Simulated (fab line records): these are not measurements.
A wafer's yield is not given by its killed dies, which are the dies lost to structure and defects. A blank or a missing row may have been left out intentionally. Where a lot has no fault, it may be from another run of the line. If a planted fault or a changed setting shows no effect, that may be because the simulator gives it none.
Lot-split experiment	flow berkeley cmos170	5 lots, 23 wafers read, on a route of 331 steps

## THE SPLIT
At UCB170_V2_CVD_00 (deposits SiO2 from TEOS/O2, target thk 2000 nm, time 250 s), the setting time s was moved away from the recipe's 250 s on 9 of the 23 wafers read, by -14.2% to +14.6%. This setting was run at the recipe's value on the other wafers.

There is no step in the file separating the split from the reading.

## THE READING
V2_TEOS_THK at UCB170_V2_THK_MEAS_01, in nm. On this fab line, fault-free wafers typically give 1990 nm with a standard deviation of 27 nm.

wafer	tool, chamber at the split	time s as run, s	against the recipe	V2_TEOS_THK, nm	against lot-mates on the recipe
L075.1	pecvd-03, 1	250	recipe	1969	-
L075.2	pecvd-03, 2	214.4	-14.2%	1717	-268
L075.3	pecvd-03, 0	250	recipe	1966	-
L075.4	pecvd-03, 1	214.4	-14.2%	1731	-254
L075.6	pecvd-03, 0	250	recipe	2019	-
L076.2	pecvd-03, 1	250	recipe	1983	-
L076.3	pecvd-03, 0	250	recipe	1981	-
L076.5	pecvd-03, 0	250	recipe	1995	-
L082.1	pecvd-03, 1	250	recipe	1972	-
L082.2	pecvd-03, 2	286.5	+14.6%	2272	+273
L082.4	pecvd-03, 2	250	recipe	2018	-
L082.5	pecvd-03, 1	250	recipe	2007	-
L082.6	pecvd-03, 0	286.5	+14.6%	2287	+288
L081.1	pecvd-01, 1	279.3	+11.7%	2227	+249
L081.2	pecvd-01, 2	279.3	+11.7%	2180	+202
L081.3	pecvd-01, 0	250	recipe	1959	-
L081.5	pecvd-01, 0	250	recipe	1993	-
L081.6	pecvd-01, 2	250	recipe	1983	-
L085.1	pecvd-03, 0	262.6	+5.0%	2081	+77
L085.2	pecvd-03, 2	250	recipe	1996	-
L085.3	pecvd-03, 1	262.6	+5.0%	2107	+103
L085.4	pecvd-03, 2	250	recipe	2012	-
L085.6	pecvd-03, 0	262.6	+5.0%	2119	+115

THE FIT
A straight line over all 23 wafers: V2_TEOS_THK changes by +19.1 nm for each +1% of time s; r = +0.99; the points scatter about the line by 20 nm.
The same after taking each lot's own level away (the mean of its wafers on the recipe; 23 wafers): +18.9 nm for each +1%; r = +0.99; scatter 17 nm.
On that fit, the largest move of time s shifts the reading by 2.8e+02 nm.
The span of the lots' own levels, 1978.3 to 2004.0 nm, comes to 1.0 times the standard deviation stated above.
The two slopes are in agreement: the lot-to-lot level therefore moves the slope only a little.
Check: for one of the wafers moved furthest among these (+14.6%), held out of the fit, the line's prediction against its lot-mates is +278 nm. It came out at +273 nm against them.

## FURTHER SPLITS ON THESE WAFERS
These wafers also went through other splits before the reading. Each is held against what the fit with the lots' levels taken away leaves over:
other split on the same wafers	wafers away from the commonest value	r with V2_TEOS_THK (lot level and that fit taken away)
UCB170_NLDD_IMPLANT_08 dose cm2	7	-0.29
UCB170_PSD_IMPLANT_08 energy kev	11	-0.06
UCB170_BACKSIDE_COAT_01 resist thk nm	10	+0.18
UCB170_SILICIDE_SPUTTER_01 power w	9	+0.27
UCB170_M1_METAL_ETCH_12 time s	10	+0.17
UCB170_V1_EXPOSE_09 dose mj	11	+0.06

## THE WHOLE CHAIN: every reading that the file lists as answering this split, in the file's order
step	what it does	reading	change (the file's fit)	r (the file's)
UCB170_V2_CVD_00	deposits SiO2 from TEOS/O2, target thk 2000 nm, time 250 s	SiO2_of_V2_CVD_00.thk nm (the simulator's own value, which no gauge read)	+18.9 nm for each +1% of the setting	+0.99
UCB170_V2_THK_MEAS_01		V2_TEOS_THK	+18.9 for each +1% of the setting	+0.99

## FILE'S OWN FIT
V2_TEOS_THK changes by +18.9 nm for each +1% of time s, r = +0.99.
